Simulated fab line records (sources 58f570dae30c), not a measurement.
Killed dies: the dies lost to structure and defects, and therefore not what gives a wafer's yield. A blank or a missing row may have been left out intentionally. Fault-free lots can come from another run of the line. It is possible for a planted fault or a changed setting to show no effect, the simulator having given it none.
Split-lot study | flow berkeleyCmos170 | 5 lots, 23 wafers read, on a route of 331 steps

== THE SPLIT ==
At UCB170_BACKSIDE_STRIP_03 (strips in O2), the setting powerW was moved away from the recipe's 400 W on 8 of the 23 wafers read, by -11.6% to +5.3%. This setting was run at the recipe's value on the other wafers.

The reading comes from the split's own step.

== THE READING ==
oesProductAu, in a.u., at UCB170_BACKSIDE_STRIP_03 (strips in O2). Typical for fault-free wafers on this fab line: 0.734 a.u., with standard deviation 0.0039 a.u.

wafer  | tool, chamber at the split | powerW as run, W | against the recipe | oesProductAu, a.u. | against lot-mates on the recipe
L075.1 | plasmaAsher-03, 0          | 400              | recipe             | 0.736              | -
L075.2 | plasmaAsher-03, 1          | 400              | recipe             | 0.734              | -
L075.5 | plasmaAsher-03, 1          | 400              | recipe             | 0.731              | -
L079.1 | plasmaAsher-04, 1          | 400              | recipe             | 0.739              | -
L079.3 | plasmaAsher-04, 1          | 400              | recipe             | 0.740              | -
L079.4 | plasmaAsher-04, 0          | 400              | recipe             | 0.738              | -
L079.5 | plasmaAsher-04, 1          | 386              | -3.5%              | 0.724              | -0.015
L079.6 | plasmaAsher-04, 0          | 386              | -3.5%              | 0.721              | -0.018
L080.1 | plasmaAsher-03, 1          | 353.7            | -11.6%             | 0.690              | -0.039
L080.3 | plasmaAsher-03, 0          | 353.7            | -11.6%             | 0.688              | -0.041
L080.4 | plasmaAsher-03, 1          | 400              | recipe             | 0.735              | -
L080.5 | plasmaAsher-03, 1          | 400              | recipe             | 0.723              | -
L080.6 | plasmaAsher-03, 0          | 353.7            | -11.6%             | 0.692              | -0.037
L083.1 | plasmaAsher-01, 0          | 400              | recipe             | 0.737              | -
L083.3 | plasmaAsher-01, 1          | 400              | recipe             | 0.729              | -
L083.4 | plasmaAsher-01, 0          | 400              | recipe             | 0.737              | -
L083.5 | plasmaAsher-01, 1          | 400              | recipe             | 0.735              | -
L083.6 | plasmaAsher-01, 0          | 400              | recipe             | 0.736              | -
L084.2 | plasmaAsher-01, 1          | 421.3            | +5.3%              | 0.758              | +0.024
L084.3 | plasmaAsher-01, 0          | 421.3            | +5.3%              | 0.760              | +0.026
L084.4 | plasmaAsher-01, 1          | 421.3            | +5.3%              | 0.759              | +0.025
L084.5 | plasmaAsher-01, 1          | 400              | recipe             | 0.731              | -
L084.6 | plasmaAsher-01, 0          | 400              | recipe             | 0.738              | -

FIT RESULTS
A straight line over all 23 wafers: oesProductAu changes by +0.00399 a.u. for each +1% of powerW; r = +0.98; the points scatter about the line by 0.0039 a.u.
The same after taking each lot's own level away (the mean of its wafers on the recipe; 23 wafers): +0.00368 a.u. for each +1%; r = +0.98; scatter 0.0037 a.u.
According to that fit, moving powerW by its largest amount changes the reading by 0.043 a.u.
The lots' own levels span 0.7290 to 0.7390 a.u., that is 2.6 times the standard deviation above.
Consequently the slope shifts little with the lot-to-lot level, the two slopes agreeing.
Check: -0.0428 a.u. against its lot-mates is what the line predicts for one of the wafers moved furthest among these (-11.6%) when that wafer is left out of the fit. Against them it came out at -0.039 a.u.
Tool readings at the split's step, against how far the setting was moved: oesProductAu r = +0.98; stripTimeToEndpointS r = -1.00.

== OTHER SPLITS ON THESE WAFERS ==
Other splits were also applied to these wafers ahead of the reading. Each is held against what the fit with the lots' levels taken away leaves over:
other split on the same wafers  | wafers away from the commonest value | r with oesProductAu (lot level and that fit taken away)
UCB170_NSD_IMPLANT_08 energyKev | 6                                    | -0.22

== THE WHOLE CHAIN: every reading that the file lists as answering this split, in the file's order ==
step                     | what it does | reading              | change (the file's fit)                   | r (the file's)
UCB170_BACKSIDE_STRIP_03 | strips in O2 | oesProductAu         | +0.00367 a.u. for each +1% of the setting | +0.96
UCB170_BACKSIDE_STRIP_03 | strips in O2 | stripTimeToEndpointS | withheld for each +1% of the setting      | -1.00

== THE FILE'S OWN FIT ==
oesProductAu changes by +0.00367 a.u. for each +1% of powerW, r = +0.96.
